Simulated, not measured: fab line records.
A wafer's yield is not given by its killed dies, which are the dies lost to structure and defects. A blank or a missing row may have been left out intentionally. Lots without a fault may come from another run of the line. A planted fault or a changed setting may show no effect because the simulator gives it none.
fab line records	flow rit_cmos
[record] lots = 6	wafers = 18	last_day = 7
route steps=202 shown ACTIVE@1 FOX1@20 FOX2@23 M1@202
lots that met no fault: from a run of the same line without faults
start_h: hours from the record's opening day to when the first of the lot's shown wafers began	wait_h: time in hours since the lot's previous step	" same as the row above	L1.1+2: a row that stands for several wafers	- either no value or no given start	* or withheld: withheld	< > ~ a bound
route shown NAME@n: a module of which the file shows steps, and the number in the route of the first	usual: mean/standard deviation taken from wafers without a fault	same: alike in all rows	chamber/n: place in a boat	sites: each site's reading	_std_site: their standard deviation	_edge_site: mean of outer sites minus mean of inner sites	radius_mm: for every site, how far away it sits from the centre of the wafer	mask NAME#n: copy n	behind: the most recent tool/chamber to have shaped the wafer	hold: the reason the lot was held/the length of the hold in hours/how it ended	device: which transistor (n, p or np) failed to switch	end of line: the same wafers' tests at the end of the route	for a step that has no rows: nothing shown but its recipe	killed: dies lost to structure and defects at the first sort, not the wafer's yield	map: per-die view of a wafer (x killed, . not killed, _ where there is no die)
set.NAME: setting as actually run; set.NAME@STEP: the setting as run at that earlier step	model.NAME: the simulator's own value behind a step, which no gauge read
certain route steps with their lots: each step a table, each wafer a row
services: when a tool's chamber went out of use (start_h, in hours from the record's first day, below 0 if earlier), for how many hours, and the reason
[[steps]]
[step RIT_ACTIVE_BOW_MEAS_00]
[recipe] mode = bow
[usual] INCOMING_BOW = 0/6.7
lot.wafer	tool	chamber	start_h	wait_h	INCOMING_BOW[um]
L724.3	film_metro-04	-	15.04	-	6
L724.4	"	-	"	"	2
L724.6	"	-	"	"	-2
L727.1	film_metro-02	-	30.00	-	-1
L727.4	"	-	"	"	6
L727.5	"	-	"	"	-12
L732.1	film_metro-03	-	55.00	-	23
L732.2	"	-	"	"	-3
L732.4	"	-	"	"	-11
L734.2	film_metro-04	-	65.02	-	1
L734.3	"	-	"	"	-3
L734.6	"	-	"	"	2
L744.1	film_metro-03	-	115.00	-	3
L744.2	"	-	"	"	-13
L744.3	"	-	"	"	10
L745.2	film_metro-03	-	120.02	-	0
L745.3	"	-	"	"	10
L745.6	"	-	"	"	2
[step RIT_ACTIVE_OXIDATION_01]
[recipe] temp_c = 1000	ambient = O2	target_thk_a = 468	ox_time_s = 3360
[usual] spike_tc_source_C = 1024.0/1.3	zone_power_centre_pct = 46.0/2.4
lot.wafer	tool	chamber	start_h	wait_h	spike_tc_source_C	zone_power_centre_pct	model.SiO2_of_ACTIVE_OXIDATION_01.thk_nm
L724.3	furnace-01	0	15.99	0.9	1023.7	47.8	47.07
L724.4	"	0	"	"	1025.3	46.8	46.57
L724.6	"	0	"	"	1024.8	46.8	47
L727.1	furnace-03	0	30.12	0.1	1024.3	48.3	46.76
L727.4	"	0	"	"	1023.6	47.9	46.84
L727.5	"	0	"	"	1024.1	46.8	46.71
L732.1	furnace-03	0	55.12	0.1	1024.4	47.3	51.18
L732.2	"	0	"	"	1025.8	48.0	51.33
L732.4	"	0	"	"	1024.9	47.3	51.85
L734.2	furnace-03	0	65.12	0.1	1024.7	47.6	52.51
L734.3	"	0	"	"	1023.8	47.5	51.35
L734.6	"	0	"	"	1024.4	46.8	52.77
L744.1	furnace-04	0	115.12	0.1	1024.2	42.4	46.4
L744.2	"	0	"	"	1021.3	41.2	45.81
L744.3	"	0	"	"	1022.6	41.8	46.27
L745.2	furnace-01	0	120.32	0.3	1023.9	46.3	46.51
L745.3	"	0	"	"	1024.5	47.5	46.31
L745.6	"	0	"	"	1025.1	47.8	46.5
[step RIT_ACTIVE_THK_MEAS_02]
[recipe] reads = SiO2_of_ACTIVE_OXIDATION_01
[usual] ACTIVE_OXIDE_THK = 46.7/0.68
lot.wafer	tool	chamber	start_h	wait_h	ACTIVE_OXIDE_THK[nm]
L724.3	film_metro-02	-	17.95	0.0	47.1
L724.4	"	-	"	"	46.5
L724.6	"	-	"	"	47.0
L727.1	film_metro-02	-	32.05	0.0	46.8
L727.4	"	-	"	"	46.8
L727.5	"	-	"	"	46.7
L732.1	film_metro-04	-	57.05	0.0	51.2
L732.2	"	-	"	"	51.3
L732.4	"	-	"	"	51.9
L734.2	film_metro-02	-	67.06	0.0	52.5
L734.3	"	-	"	"	51.4
L734.6	"	-	"	"	52.8
L744.1	film_metro-04	-	117.05	0.0	46.4
L744.2	"	-	"	"	45.9
L744.3	"	-	"	"	46.3
L745.2	film_metro-04	-	122.26	0.0	46.5
L745.3	"	-	"	"	46.3
L745.6	"	-	"	"	46.4
[step RIT_ACTIVE_CVD_03]
[recipe] material = Si3N4	target_thk_nm = 150	temp_c = 810	precursor = SiH2Cl2/NH3	time_s = 1500	pressure_mtorr = 300	sih2cl2_flow_sccm = 60	nh3_flow_sccm = 150
[step RIT_ACTIVE_THK_MEAS_04]
[recipe] reads = Si3N4_of_ACTIVE_CVD_03
[usual] ACTIVE_NITRIDE_THK = 149.5/1.4
lot.wafer	tool	chamber	start_h	wait_h	ACTIVE_NITRIDE_THK[nm]
L724.3	film_metro-02	-	20.13	0.0	148.2
L724.4	"	-	"	"	149.6
L724.6	"	-	"	"	148.7
L727.1	film_metro-04	-	33.53	0.0	150.6
L727.4	"	-	"	"	149.5
L727.5	"	-	"	"	151.0
L732.1	film_metro-03	-	58.53	0.0	148.8
L732.2	"	-	"	"	148.5
L732.4	"	-	"	"	148.0
L734.2	film_metro-03	-	68.54	0.0	148.2
L734.3	"	-	"	"	146.3
L734.6	"	-	"	"	148.0
L744.1	film_metro-02	-	118.72	0.0	148.6
L744.2	"	-	"	"	148.8
L744.3	"	-	"	"	149.1
L745.2	film_metro-03	-	123.74	0.0	150.4
L745.3	"	-	"	"	151.0
L745.6	"	-	"	"	150.5
[step RIT_ACTIVE_HMDS_05]
[recipe] prime_time_s = 60	prime_temp_c = 140
[step RIT_ACTIVE_COAT_06]
[recipe] resist = NOVOLAK	spin_rpm = 3250	resist_thk_nm = 1000
[step RIT_ACTIVE_SOFTBAKE_07]
[recipe] resist = NOVOLAK	temp_c = 90	time_s = 57.02
[step RIT_ACTIVE_EXPOSE_08]
[recipe] mask_id = M1	na = 0.6	source_shape = conventional	sigma_outer = 0.6	target_cd_nm = 1400	dose_mj = 225
[step RIT_ACTIVE_PEB_09]
[recipe] resist = NOVOLAK	temp_c = withheld	time_s = withheld
[step RIT_ACTIVE_DEVELOP_10]
[recipe] resist = NOVOLAK	develop_time_s = 50	dev_temp_c = 23
[step RIT_ACTIVE_CD_MEAS_11]
[recipe] target_cd_nm = 1400
[usual] cd_nm = 1400.5/1.9
lot.wafer	tool	chamber	start_h	wait_h	cd_nm
L724.3	cd_sem-01	-	21.06	-	1398.5
L724.4	"	-	"	"	1399.2
L724.6	"	-	"	"	1396.7
L727.1	cd_sem-01	-	34.44	-	1404.1
L727.4	"	-	"	"	1401.3
L727.5	"	-	"	"	1401.9
L732.1	cd_sem-01	-	59.56	-	1401.8
L732.2	"	-	"	"	1400.3
L732.4	"	-	"	"	1399.2
L734.2	cd_sem-01	-	69.58	-	1399.9
L734.3	"	-	"	"	1397.8
L734.6	"	-	"	"	1399.9
L744.1	cd_sem-01	-	119.73	-	1400.2
L744.2	"	-	"	"	1401.4
L744.3	"	-	"	"	1400.3
L745.2	cd_sem-02	-	124.78	-	1403.2
L745.3	"	-	"	"	1403.1
L745.6	"	-	"	"	1403.2
[step RIT_ACTIVE_HARDBAKE_12]
[recipe] resist = NOVOLAK	temp_c = 140	time_s = 60
[step RIT_ACTIVE_ETCH_13]
[recipe] stop_on = SiO2	chemistry = SF6	target = Si3N4	time_s = 210	over_etch_frac = 0.4	SF6_flow_sccm = 200	pressure_mtorr = 260	rf_w = 125	target_depth_a = 2100
[usual] drypump_motor_current_A = 5.7/0.32	oes_product_au = 0.821/0.012	throttle_valve_pct = 7.59/0.12
lot.wafer	tool	chamber	start_h	wait_h	drypump_motor_current_A	oes_product_au	rf_hours_counter_h	throttle_valve_pct
L724.3	rie_diel-02	3	21.29	0.1	6.3	0.829	13	7.48
L724.4	"	1	"	"	5.6	0.809	64	7.74
L724.6	"	1	"	"	5.6	0.805	-	7.73
L727.1	rie_diel-03	0	34.71	0.1	5.3	0.853	115	7.60
L727.4	"	2	"	"	5.5	0.824	5	7.72
L727.5	"	0	"	"	5.4	0.854	-	7.57
L732.1	rie_diel-02	2	60.01	0.1	5.7	0.824	50	7.58
L732.2	"	0	"	"	6.1	0.813	74	7.46
L732.4	"	2	"	"	5.7	0.814	-	7.60
L734.2	rie_diel-01	1	69.83	0.1	5.3	0.823	100	7.43
L734.3	"	3	"	"	5.6	0.808	1	7.79
L734.6	"	3	"	"	5.7	0.809	-	7.77
L744.1	rie_diel-02	1	120.10	0.1	5.5	0.800	65	7.74
L744.2	"	0	"	"	6.1	0.825	75	7.45
L744.3	"	2	"	"	5.7	0.817	52	7.59
L745.2	rie_diel-01	0	125.03	0.1	6.4	0.820	1	7.66
L745.3	"	3	"	"	5.7	0.821	2	7.79
L745.6	"	2	"	"	5.6	0.833	-	7.54
[step RIT_ACTIVE_STRIP_14]
[recipe] chemistry = O2	time_s = 180	resist = NOVOLAK	platen_temp_c = withheld	power_w = 500	pressure_mtorr = 4000	o2_flow_sccm = 4000
[usual] drypump_motor_current_A = 5.8/0.49
lot.wafer	tool	chamber	start_h	wait_h	drypump_motor_current_A	rf_hours_counter_h
L724.3	plasma_asher-03	1	21.48	0.1	6.7	-
L724.4	"	0	"	"	6.4	-
L724.6	"	1	"	"	6.7	-
L727.1	plasma_asher-02	1	34.84	0.1	5.7	39
L727.4	"	1	"	"	5.7	-
L727.5	"	0	"	"	5.8	-
L732.1	plasma_asher-03	1	60.15	0.1	6.7	41
L732.2	"	0	"	"	6.4	41
L732.4	"	1	"	"	6.7	-
L734.2	plasma_asher-02	1	69.97	0.1	5.7	43
L734.3	"	0	"	"	5.8	-
L734.6	"	1	"	"	5.7	-
L744.1	plasma_asher-01	0	120.24	0.1	5.2	34
L744.2	"	1	"	"	5.7	34
L744.3	"	0	"	"	5.2	-
L745.2	plasma_asher-03	0	125.17	0.1	6.4	45
L745.3	"	0	"	"	6.4	-
L745.6	"	0	"	"	6.4	-
[step RIT_ACTIVE_CD_MEAS_90]
[recipe] target_cd_nm = 1400
[usual] cd_nm = 1400.5/1.9
lot.wafer	tool	chamber	start_h	wait_h	cd_nm
L724.3	cd_sem-02	-	21.64	0.1	1398.5
L724.4	"	-	"	"	1399.1
L724.6	"	-	"	"	1395.8
L727.1	cd_sem-02	-	35.02	0.1	1404.0
L727.4	"	-	"	"	1401.5
L727.5	"	-	"	"	1401.9
L732.1	cd_sem-01	-	60.32	0.1	1401.7
L732.2	"	-	"	"	1400.5
L732.4	"	-	"	"	1399.1
L734.2	cd_sem-01	-	70.16	0.1	1399.9
L734.3	"	-	"	"	1397.6
L734.6	"	-	"	"	1399.5
L744.1	cd_sem-01	-	120.41	0.1	1400.3
L744.2	"	-	"	"	1401.5
L744.3	"	-	"	"	1400.0
L745.2	cd_sem-02	-	125.36	0.1	1403.4
L745.3	"	-	"	"	1403.2
L745.6	"	-	"	"	1403.1
[step RIT_ACTIVE_CLEAN_15]
[recipe] chemistry = SC1	mix = 3:3:50	time_s = 600	temp_c = 75
[step RIT_ACTIVE_CLEAN_16]
[recipe] chemistry = dHF	dilution = 50:1	time_s = 30
[step RIT_ACTIVE_CLEAN_17]
[recipe] chemistry = SC2	mix = 3:3:50	time_s = 600	temp_c = 75	dry = n2_spin
[step RIT_FOX1_OXIDATION_00]
[recipe] temp_c = 1100	ambient = H2O	target_thk_a = 3507	p_h2o_torr = 720	ox_time_s = 1130
[step RIT_FOX1_THK_MEAS_01]
[recipe] reads = SiO2_of_FOX1_OXIDATION_00
[usual] FOX1_OXIDE_THK = 354/7
lot.wafer	tool	chamber	start_h	wait_h	FOX1_OXIDE_THK[nm]
L724.3	film_metro-02	-	24.20	0.0	358
L724.4	"	-	"	"	359
L724.6	"	-	"	"	358
L727.1	film_metro-03	-	37.49	0.0	351
L727.4	"	-	"	"	353
L727.5	"	-	"	"	348
L732.1	film_metro-03	-	62.12	0.0	358
L732.2	"	-	"	"	353
L732.4	"	-	"	"	362
L734.2	film_metro-02	-	73.44	0.0	349
L734.3	"	-	"	"	344
L734.6	"	-	"	"	351
L744.1	film_metro-01	-	122.21	0.0	350
L744.2	"	-	"	"	349
L744.3	"	-	"	"	343
L745.2	film_metro-03	-	128.10	0.0	361
L745.3	"	-	"	"	359
L745.6	"	-	"	"	364
[step RIT_FOX1_WET_ETCH_02]
[recipe] chemistry = BOE	target_depth_nm = 350	time_s = 390	temp_c = 21.5	dry = n2_spin	dilution = 10:1	target = SiO2
[step RIT_FOX2_OXIDATION_00]
[recipe] temp_c = 1100	ambient = H2O	target_thk_a = 3507	p_h2o_torr = 720	ox_time_s = 1130
[step RIT_FOX2_THK_MEAS_01]
[recipe] reads = SiO2_of_FOX2_OXIDATION_00
[usual] FOX2_OXIDE_THK = 351/7.5
lot.wafer	tool	chamber	start_h	wait_h	FOX2_OXIDE_THK[nm]
L724.3	film_metro-01	-	25.69	0.0	352
L724.4	"	-	"	"	348
L724.6	"	-	"	"	347
L727.1	film_metro-02	-	39.00	0.0	346
L727.4	"	-	"	"	346
L727.5	"	-	"	"	352
L732.1	film_metro-01	-	63.61	0.0	349
L732.2	"	-	"	"	355
L732.4	"	-	"	"	353
L734.2	film_metro-04	-	74.93	0.0	344
L734.3	"	-	"	"	342
L734.6	"	-	"	"	341
L744.1	film_metro-02	-	123.70	0.0	359
L744.2	"	-	"	"	362
L744.3	"	-	"	"	362
L745.2	film_metro-04	-	131.05	0.0	352
L745.3	"	-	"	"	348
L745.6	"	-	"	"	355
[step RIT_FOX2_CLEAN_02]
[recipe] chemistry = dHF	dilution = 50:1	time_s = 180
[step RIT_FOX2_WET_ETCH_03]
[recipe] chemistry = H3PO4	target = Si3N4	target_depth_nm = 195	temp_c = 165	time_s = 2700
lot.wafer	tool	chamber	start_h	wait_h	model.SiO2_of_ACTIVE_OXIDATION_01.thk_nm
L724.3	wet_bench-01	0	25.79	0.0	41.84
L724.4	"	0	"	"	41.3
L724.6	"	0	"	"	41.65
L727.1	wet_bench-01	2	39.12	0.0	41.09
L727.4	"	2	"	"	41.24
L727.5	"	2	"	"	41.01
L732.1	wet_bench-01	2	63.73	0.0	44.95
L732.2	"	2	"	"	45.48
L732.4	"	2	"	"	45.58
L734.2	wet_bench-02	0	75.04	0.0	46.13
L734.3	"	0	"	"	45.67
L734.6	"	0	"	"	47
L744.1	wet_bench-02	3	123.82	0.0	41.11
L744.2	"	3	"	"	40.55
L744.3	"	3	"	"	40.6
L745.2	wet_bench-03	2	131.16	0.0	41.04
L745.3	"	2	"	"	41.27
L745.6	"	2	"	"	41.29
[step RIT_FOX2_THK_MEAS_90]
[recipe] reads = SiO2_of_FOX2_OXIDATION_00
[usual] FIELD_OXIDE_LEFT_1_THK = 324/7.5
lot.wafer	tool	chamber	start_h	wait_h	FIELD_OXIDE_LEFT_1_THK[nm]
L724.3	film_metro-04	-	26.57	0.0	325
L724.4	"	-	"	"	321
L724.6	"	-	"	"	320
L727.1	film_metro-01	-	39.88	0.0	318
L727.4	"	-	"	"	318
L727.5	"	-	"	"	324
L732.1	film_metro-01	-	64.56	0.0	322
L732.2	"	-	"	"	328
L732.4	"	-	"	"	326
L734.2	film_metro-01	-	75.88	0.0	317
L734.3	"	-	"	"	315
L734.6	"	-	"	"	314
L744.1	film_metro-04	-	124.58	0.0	332
L744.2	"	-	"	"	335
L744.3	"	-	"	"	334
L745.2	film_metro-01	-	131.93	0.0	325
L745.3	"	-	"	"	320
L745.6	"	-	"	"	328
[step RIT_M1_PROBE_99]
[usual] killed_at_contacts = 0.0/0.18	killed_at_front_end = 7/3.1	killed_dies = 7/3.1	killed_on_rim = 1.8/1.4	killed_open = 3.5/2.1	killed_short = 3.5/2
[same] gross_dies = 264	killed_at_M0_to_M3 = 0	killed_at_M4_up = 0	killed_at_back_side = 0	killed_at_other = 0
lot.wafer	tool	chamber	start_h	wait_h	killed_at_contacts	killed_at_front_end	killed_dies	killed_on_rim	killed_open	killed_short	model.etest.nldd.width_nm	model.etest.pldd.width_nm	model.etest.pplus_sal.width_nm	model.etest.nplus_sal.width_nm	model.etest.nmos_narrow.drive_ua_um	model.etest.pmos_narrow.drive_ua_um
L724.3	prober-02	-	64.39	0.2	0	7	7	1	3	4	3164	3166	3428	3421	206.9	92.99
L724.4	prober-02	-	64.44	0.2	0	14	14	4	8	6	3168	3200	3435	3436	201.4	91.68
L724.6	prober-02	-	64.54	0.2	0	5	5	2	3	2	3183	3152	3442	3433	206.2	93.92
L727.1	prober-01	-	78.57	0.1	0	14	14	4	10	4	3192	3191	3450	3457	204.2	91.31
L727.4	prober-01	-	78.72	0.2	0	7	7	1	5	2	3182	3194	3436	3440	200.3	91.08
L727.5	prober-01	-	78.77	0.2	0	11	11	3	6	5	3174	3188	3426	3433	208	93.21
L732.1	prober-02	-	104.02	0.1	0	4	4	0	2	2	3126	3121	3410	3423	192.7	88.46
L732.2	prober-02	-	104.07	0.1	0	4	4	0	3	1	3117	3121	3445	3406	188.8	88.49
L732.4	prober-02	-	104.17	0.2	0	5	5	3	2	3	3115	3108	3418	3412	188.5	86.15
L734.2	prober-02	-	113.55	0.1	0	9	9	3	2	7	3148	3136	3429	3419	184.7	84.46
L734.3	prober-02	-	113.60	0.2	1	8	9	3	4	5	3143	3144	3438	3448	194.6	88.01
L734.6	prober-02	-	113.75	0.2	0	4	4	1	2	2	3133	3118	3430	3430	187.7	85.48
L744.1	prober-02	-	164.22	0.1	0	2	2	1	1	1	3177	3192	3454	3450	209.8	93.47
L744.2	prober-02	-	164.27	0.1	0	5	5	1	3	2	3184	3176	3445	3448	214.9	97.27
L744.3	prober-02	-	164.32	0.2	0	6	6	3	1	4	3185	3172	3461	3455	210.9	93.24
L745.2	prober-02	-	172.65	0.1	0	6	6	2	4	2	3187	3183	3436	3438	217.4	96.39
L745.3	prober-02	-	172.70	0.2	0	10	10	3	6	4	3179	3189	3457	3446	218.2	96.97
L745.6	prober-02	-	172.85	0.2	0	3	3	0	3	0	3165	3159	3430	3433	215.7	95.34
// killed by level:class
L724.3 FOX1:geometric_particle:open=2 REOX:geometric_particle:short=2 FOX2:geometric_particle:short=1 GATE:geometric_particle:short=1 SPACER:geometric_particle:open=1
L724.4 FOX1:geometric_particle:open=3 GATE:geometric_particle:open=3 SPACER:geometric_particle:short=3 FOX1:geometric_particle:short=2 GATE:geometric_particle:short=1 REOX:geometric_particle:open=1 SPACER:geometric_particle:open=1
L724.6 FOX1:geometric_particle:short=1 GATE:geometric_particle:open=1 REOX:geometric_particle:short=1 REOX:geometric_particle:open=1 SPACER:geometric_particle:open=1
L727.1 GATE:geometric_particle:open=5 FOX2:geometric_particle:open=3 GATE:geometric_particle:short=2 SILICIDE:geometric_particle:open=2 FOX1:geometric_particle:short=1 FOX2:geometric_particle:short=1
L727.4 GATE:geometric_particle:open=3 FOX1:geometric_particle:open=1 GATE:geometric_particle:short=1 SPACER:geometric_particle:short=1 SPACER:geometric_particle:open=1
L727.5 GATE:geometric_particle:short=3 REOX:geometric_particle:open=2 SILICIDE:geometric_particle:open=2 GATE:geometric_particle:open=1 SPACER:geometric_particle:short=1 SPACER:geometric_particle:open=1 SILICIDE:geometric_particle:short=1
L732.1 FOX1:geometric_particle:short=1 GATE:geometric_particle:open=1 REOX:geometric_particle:open=1 SPACER:geometric_particle:short=1
L732.2 GATE:geometric_particle:open=2 REOX:geometric_particle:short=1 SPACER:geometric_particle:open=1
L732.4 GATE:geometric_particle:short=2 FOX2:geometric_particle:open=1 REOX:geometric_particle:open=1 REOX:geometric_particle:short=1
L734.2 GATE:geometric_particle:short=3 SPACER:geometric_particle:short=3 GATE:geometric_particle:open=1 REOX:geometric_particle:short=1 SPACER:geometric_particle:open=1
L734.3 GATE:geometric_particle:short=3 FOX1:geometric_particle:short=1 FOX2:geometric_particle:short=1 GATE:geometric_particle:open=1 SPACER:geometric_particle:open=1 SILICIDE:geometric_particle:open=1 CONTACT:geometric_particle:open=1
L734.6 GATE:geometric_particle:open=2 GATE:geometric_particle:short=1 SILICIDE:geometric_particle:short=1
L744.1 GATE:geometric_particle:open=1 GATE:geometric_particle:short=1
L744.2 GATE:geometric_particle:short=2 GATE:geometric_particle:open=1 REOX:geometric_particle:open=1 SILICIDE:geometric_particle:open=1
L744.3 GATE:geometric_particle:short=4 GATE:geometric_particle:open=1 NLDD:coat_microbubble_printed=1
L745.2 GATE:geometric_particle:open=2 FOX1:geometric_particle:open=1 GATE:geometric_particle:short=1 REOX:geometric_particle:open=1 SPACER:geometric_particle:short=1
L745.3 GATE:geometric_particle:open=6 GATE:geometric_particle:short=3 SILICIDE:geometric_particle:short=1
L745.6 GATE:geometric_particle:open=2 SILICIDE:geometric_particle:open=1
[[services]]
tool	chamber	start_h	hours	kind
furnace-04	-	12.05	4.2	pm
furnace-03	-	24.37	3.8	pm
plasma_asher-02	-	27.74	2.8	pm
wet_bench-02	-	38.63	5.0	repair
rie_diel-02	1	39.79	25.5	repair
rie_diel-01	0	55.11	2.8	repair
rie_diel-01	0	57.90	-	clean
rie_diel-01	0	57.90	17.9	scheduled_down
rie_diel-01	0	57.90	17.9	vent_cycle
plasma_asher-02	-	91.14	0.5	repair
plasma_asher-03	-	93.48	28.1	pm
plasma_asher-02	-	104.86	3.3	repair
plasma_asher-02	-	105.39	0.4	repair
plasma_asher-02	-	108.81	9.0	pm
plasma_asher-02	0	108.81	9.0	vent_cycle
plasma_asher-02	1	108.81	9.0	vent_cycle
rie_diel-03	0	111.88	6.7	repair
plasma_asher-02	0	117.81	-	clean
plasma_asher-02	1	117.81	-	clean
rie_diel-03	0	128.77	15.3	repair
[[key]]
[first_sign] step = RIT_ACTIVE_THK_MEAS_02	reading = ACTIVE_OXIDE_THK	direction = up	sigmas = 7.6	usual = 46.7	struck = 51.8
effect none on later readings
[model_effect] step = RIT_ACTIVE_OXIDATION_01	value = SiO2_of_ACTIVE_OXIDATION_01.thk_nm	without = 46.35	struck = 51.83
[model_effect] step = RIT_FOX2_WET_ETCH_03	value = SiO2_of_ACTIVE_OXIDATION_01.thk_nm	without = 40.93	struck = 45.8
[model_effect] step = RIT_M1_PROBE_99	value = etest.nldd.width_nm	without = 3188	struck = 3130
met_at RIT_ACTIVE_OXIDATION_01
struck_wafers L732.1,L732.2,L732.4,L734.2,L734.3,L734.6
tester_left_out L732,L734
onset_between 30.12 55.12
[fault] kind = process_parameter_drift	tool = furnace-03	chamber = -	onset_h = 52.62	steps = RIT_ACTIVE_OXIDATION_01	channel = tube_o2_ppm	offset = 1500	shape = step	end_h = 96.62
// tester_left_out: of these lots the tester's yield and bins aren't shown, on N5 and GAA mostly nor the transistor test; their killed dies are dies lost to structure and defects alone, not to doping, threshold or leakage, so they don't give the yield
